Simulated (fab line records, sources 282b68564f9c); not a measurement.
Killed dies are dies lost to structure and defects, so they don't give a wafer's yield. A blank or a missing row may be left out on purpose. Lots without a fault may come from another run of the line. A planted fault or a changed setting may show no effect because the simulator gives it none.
Split-lot experiment | flow rit_cmos | 5 lots, 23 wafers read, on a route of 202 steps

THE SPLIT
At RIT_PLDD_IMPLANT_08, the setting energy_kev was moved away from the recipe's 20 on 4 of the 23 wafers read, by -5.1% to +3.2%. The other wafers ran this setting at the recipe's value.

FROM THE SPLIT TO THE READING: what the file shows between them, 5 steps
- RIT_NSD_IMPLANT_08 (also split here: energy_kev)
- RIT_NSD_STRIP_09: strips in O2, time 180 s
- RIT_NSD_TW_MEAS_10
- RIT_PSD_IMPLANT_08 (also split here: dose_cm2)
- RIT_PSD_STRIP_09: strips in O2, time 180 s

THE READING
PLDD_RS, in ohm/sq, at RIT_SDANNEAL_RS_MEAS_06 (measures by four-point-probe). Fault-free wafers of this fab line usually give 178.8 ohm/sq, standard deviation 0.54 ohm/sq.

wafer  | tool, chamber at the split | energy_kev as run | against the recipe | PLDD_RS, ohm/sq | against lot-mates on the recipe
L074.2 | implanter-04, 0            | 20                | recipe             | 179.4           | -
L074.3 | implanter-04, 0            | 20                | recipe             | 178.1           | -
L074.4 | implanter-04, 0            | 20                | recipe             | 178.0           | -
L074.5 | implanter-04, 0            | 20                | recipe             | 178.8           | -
L074.6 | implanter-04, 0            | 20                | recipe             | 178.9           | -
L079.1 | implanter-03, 0            | 20.65             | +3.2%              | 177.0           | -1.9
L079.2 | implanter-03, 0            | 20                | recipe             | 178.9           | -
L079.3 | implanter-03, 0            | 20                | recipe             | 178.9           | -
L079.4 | implanter-03, 0            | 20                | recipe             | 178.8           | -
L079.6 | implanter-03, 0            | 20.65             | +3.2%              | 177.0           | -1.9
L081.1 | implanter-01, 0            | 20                | recipe             | 179.5           | -
L081.2 | implanter-01, 0            | 20                | recipe             | 180.3           | -
L081.3 | implanter-01, 0            | 20                | recipe             | 180.3           | -
L081.4 | implanter-01, 0            | 20                | recipe             | 179.9           | -
L081.5 | implanter-01, 0            | 20                | recipe             | 180.1           | -
L082.2 | implanter-01, 0            | 20                | recipe             | 178.7           | -
L082.3 | implanter-01, 0            | 20                | recipe             | 178.2           | -
L082.4 | implanter-01, 0            | 20                | recipe             | 178.2           | -
L084.1 | implanter-04, 0            | 18.99             | -5.1%              | 181.8           | +3.2
L084.2 | implanter-04, 0            | 20                | recipe             | 178.4           | -
L084.4 | implanter-04, 0            | 20                | recipe             | 178.8           | -
L084.5 | implanter-04, 0            | 20                | recipe             | 178.7           | -
L084.6 | implanter-04, 0            | 18.99             | -5.1%              | 181.9           | +3.3

THE FIT
A straight line over all 23 wafers: PLDD_RS changes by -0.58 ohm/sq for each +1% of energy_kev; r = -0.85; the points scatter about the line by 0.68 ohm/sq.
The same after taking each lot's own level away (the mean of its wafers on the recipe; 23 wafers): -0.618 ohm/sq for each +1%; r = -0.96; scatter 0.32 ohm/sq.
On that fit, the largest move of energy_kev shifts the reading by 3.1 ohm/sq.
The lots' own levels span 178.37 to 180.02 ohm/sq, that is 3.1 times the standard deviation above.
So the lot-to-lot level changes the slope little: the two slopes agree.
Check: with one of the wafers moved furthest among these (-5.1%) left out of the fit, the line predicts +3.12 ohm/sq for it against its lot-mates. It came out at +3.17 ohm/sq against them.

OTHER SPLITS ON THESE WAFERS
These wafers also went through other splits before the reading. Each is held against what the fit with the lots' levels taken away leaves over:
other split on the same wafers       | wafers away from the commonest value | r with PLDD_RS (lot level and that fit taken away)
RIT_ACTIVE_DEVELOP_10 develop_time_s | 8                                    | +0.25
RIT_ACTIVE_ETCH_13 pressure_mtorr    | 10                                   | -0.06
RIT_NWELL_SOFTBAKE_02 temp_c         | 6                                    | -0.12
RIT_NWELL_IMPLANT_08 dose_cm2        | 12                                   | -0.10
RIT_PWELL_IMPLANT_08 tilt_deg        | 7                                    | -0.04
RIT_GATE_COAT_11 resist_thk_nm       | 8                                    | -0.11
RIT_GATE_EXPOSE_13 dose_mj           | 7                                    | +0.28
RIT_GATE_STRIP_20 o2_flow_sccm       | 7                                    | -0.06
RIT_NSD_IMPLANT_08 energy_kev        | 11                                   | +0.08
RIT_PSD_IMPLANT_08 dose_cm2          | 9                                    | -0.11

THE FILE'S OWN FIT
PLDD_RS changes by -0.626 ohm/sq for each +1% of energy_kev, r = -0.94.
